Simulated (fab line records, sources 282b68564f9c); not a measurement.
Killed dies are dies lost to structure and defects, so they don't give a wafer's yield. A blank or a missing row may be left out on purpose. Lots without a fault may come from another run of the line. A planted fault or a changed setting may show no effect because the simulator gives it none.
Which tool did it? | flow rit_cmos | 14 lots, 42 wafers sampled, at 3 steps of a route of 202

WHAT THE GAUGES READ, wafer by wafer
RIT_PSD_OVL_MEAS_06.
lot  | measured    | on         | PSD_OVL (nm)
L908 | day 3 12:33 | overlay-01 | 1.2 0.4 0.5
L909 | day 3 15:51 | overlay-01 | -0.8 1.1 1.0
L910 | day 3 22:17 | overlay-01 | 1.9 3.3 1.4
L911 | day 4 02:52 | overlay-01 | 0.0 0.3 -1.4
L912 | day 4 07:40 | overlay-01 | 1.9 2.7 3.9
L913 | day 4 14:07 | overlay-01 | 0.4 1.4 0.4
L914 | day 4 20:47 | overlay-01 | -0.8 -1.0 -0.4
L916 | day 5 04:07 | overlay-02 | 1.0 0.0 4.4
L917 | day 5 10:18 | overlay-02 | 0.9 1.9 1.9
L918 | day 5 13:25 | overlay-02 | 1.1 2.5 1.9
L919 | day 5 18:14 | overlay-01 | 2.4 1.7 0.6
L926 | day 7 02:36 | overlay-01 | 2.5 2.8 3.6
L927 | day 7 06:16 | overlay-01 | 0.8 1.3 1.3
L930 | day 8 00:40 | overlay-02 | 1.5 3.0 -0.2

WHICH TOOL RAN EACH LOT (tool, then ch and the chambers of the sampled wafers, then the start)
lot  | RIT_PRETRO_STRIP_09                 | RIT_REOX_CLEAN_02
L908 | plasma_asher-03 ch 0,1, day 2 14:23 | wet_bench-04 ch 0, day 3 01:07
L909 | plasma_asher-03 ch 0,1, day 2 20:06 | wet_bench-01 ch 1, day 3 02:47
L910 | plasma_asher-02 ch 0,1, day 3 00:20 | wet_bench-03 ch 2, day 3 08:59
L911 | plasma_asher-03 ch 0,1, day 3 05:32 | wet_bench-01 ch 1, day 3 16:05
L912 | plasma_asher-01 ch 0,1, day 3 10:54 | wet_bench-01 ch 3, day 3 19:12
L913 | plasma_asher-02 ch 0,1, day 3 16:44 | wet_bench-01 ch 2, day 4 02:34
L914 | plasma_asher-02 ch 0,1, day 4 00:46 | wet_bench-01 ch 0, day 4 09:08
L916 | plasma_asher-03 ch 0,1, day 4 08:22 | wet_bench-04 ch 2, day 4 16:02
L917 | plasma_asher-01 ch 0,1, day 4 14:01 | wet_bench-04 ch 3, day 4 22:28
L918 | plasma_asher-02 ch 0,1, day 4 19:02 | wet_bench-04 ch 0, day 5 01:23
L919 | plasma_asher-01 ch 0,1, day 4 23:18 | wet_bench-04 ch 2, day 5 07:20
L926 | plasma_asher-03 ch 0,1, day 6 07:58 | wet_bench-01 ch 0, day 6 14:45
L927 | plasma_asher-02 ch 1, day 6 12:04   | wet_bench-01 ch 3, day 6 18:28
L930 | plasma_asher-02 ch 0,1, day 7 04:22 | wet_bench-03 ch 0, day 7 14:01
- RIT_PRETRO_STRIP_09: strips in O2, time 180 s.
- RIT_REOX_CLEAN_02: cleans in SC2, time 600 s.

WHAT THE TOOLS THEMSELVES READ (means of the sampled wafers that have a number; where no wafer has one, the mark that the record gives instead)
RIT_PRETRO_STRIP_09.
lot  | tool            | drypump_motor_current_A (A)
L908 | plasma_asher-03 | 5.7
L909 | plasma_asher-03 | 5.7
L910 | plasma_asher-02 | 5.5
L911 | plasma_asher-03 | 5.6
L912 | plasma_asher-01 | 4.9
L913 | plasma_asher-02 | 5.4
L914 | plasma_asher-02 | 5.5
L916 | plasma_asher-03 | 5.6
L917 | plasma_asher-01 | 4.9
L918 | plasma_asher-02 | 5.5
L919 | plasma_asher-01 | 5.1
L926 | plasma_asher-03 | 5.5
L927 | plasma_asher-02 | 5.0
L930 | plasma_asher-02 | 6.0

RIT_REOX_CLEAN_02.
lot  | tool         | run_length_s (s)
L908 | wet_bench-04 | 634.5
L909 | wet_bench-01 | 628.7
L910 | wet_bench-03 | 626.7
L911 | wet_bench-01 | 635.4
L912 | wet_bench-01 | 626.1
L913 | wet_bench-01 | 627.8
L914 | wet_bench-01 | 626.6
L916 | wet_bench-04 | 625.2
L917 | wet_bench-04 | 624.7
L918 | wet_bench-04 | 628.4
L919 | wet_bench-04 | 625.8
L926 | wet_bench-01 | 512.5
L927 | wet_bench-01 | 513.1
L930 | wet_bench-03 | 626.1

THE ANSWER, worked out from the rows above alone
Rule: what is usual is taken from the lots themselves. Put in order of their means at a reading, lots are off if they are a third of the lots or fewer, leave a main group of 4 or more, and stand apart from it by a gap of 3 or more times the standard deviation of the main group's means; of several such gaps the widest counts. A main group whose means are all the same, to the digits that the tables above print for the reading, isn't used. A lot without any number at a reading at which 4 lots or more have one is off too. The other lots that the step has rows for count as sound. The gauges are gone through in route order, then the tools' own readings, and for those a lot's mean is taken as printed above. The first step at which some lot is off is used, and at that step the reading that is off furthest; a lot without a number counts as furthest.
Off: L926, L927, at RIT_REOX_CLEAN_02 (run_length_s). The main group: mean 628.0 s, standard deviation 3.3.
A tool fits if, at that step or a process step before it, it ran every lot that is off, and no sound lot after the first of them. One fits: wet_bench-01 at RIT_REOX_CLEAN_02. Its last sound lot is L914 (day 4 09:08), its first lot that is off L926 (day 6 14:45): a fault that began between those two fits.
The tool's own readings at RIT_REOX_CLEAN_02 bear it out: on the lots that are off they differ by more than 5 times the standard deviation of the sound lots' means. run_length_s reads 512.8 s there against 628.0 s on the sound lots.

WHAT THE SIMULATOR HAD PUT IN
Process parameter drift: wet_bench-01, from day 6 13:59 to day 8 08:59, at RIT_REOX_CLEAN_02. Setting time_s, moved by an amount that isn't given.
Lots struck among those shown: L926, L927. The rule above found the same.
